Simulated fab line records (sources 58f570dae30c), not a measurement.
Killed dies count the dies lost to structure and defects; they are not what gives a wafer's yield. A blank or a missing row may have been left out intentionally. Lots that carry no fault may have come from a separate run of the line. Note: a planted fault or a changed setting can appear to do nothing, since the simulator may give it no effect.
Which tool was responsible? || flow berkeley-cmos170 || at 1 step of a route of 331, 7 lots with 21 wafers sampled

WHAT THE GAUGES SHOWED, per wafer
UCB170_PVT_OVL_MEAS_06.
{"lot": "L669", "measured": "day 6 20:59", "on": "overlay-01", "PVT_OVL (nm)": "2 10 8"}
{"lot": "L673", "measured": "day 7 21:19", "on": "overlay-02", "PVT_OVL (nm)": "2 -6 8"}
{"lot": "L679", "measured": "day 9 14:30", "on": "overlay-02", "PVT_OVL (nm)": "8 -3 4"}
{"lot": "L684", "measured": "day 10 07:23", "on": "overlay-02", "PVT_OVL (nm)": "0 1 3"}
{"lot": "L682", "measured": "day 10 17:47", "on": "overlay-01", "PVT_OVL (nm)": "1 -1 -6"}
{"lot": "L685", "measured": "day 10 21:58", "on": "overlay-02", "PVT_OVL (nm)": "3 -5 -9"}
{"lot": "L687", "measured": "day 11 14:41", "on": "overlay-01", "PVT_OVL (nm)": "0 -6 4"}

WHICH TOOL RAN EACH LOT (tool, then ch and the chambers of the sampled wafers, then the start)
The record shows no process step preceding these readings.

THE ANSWER, worked out from the rows above alone
Rule: usual is defined by the lots themselves. The widest of any qualifying gaps counts: lots, ordered by their means at a reading, are off when they make up no more than a third of the lots, leave a main group of 4 or more, and stand apart from it by 3 or more times the standard deviation of that group's means. Not used: any main group whose means are identical at the precision the tables above print for the reading. A lot without any number at a reading at which 4 lots or more have one is off too. Where the step has rows for the other lots, those lots are counted as sound.
Across all readings shown, no lot is off: no conclusion can be drawn from this.

WHAT WAS PUT IN BY THE SIMULATOR
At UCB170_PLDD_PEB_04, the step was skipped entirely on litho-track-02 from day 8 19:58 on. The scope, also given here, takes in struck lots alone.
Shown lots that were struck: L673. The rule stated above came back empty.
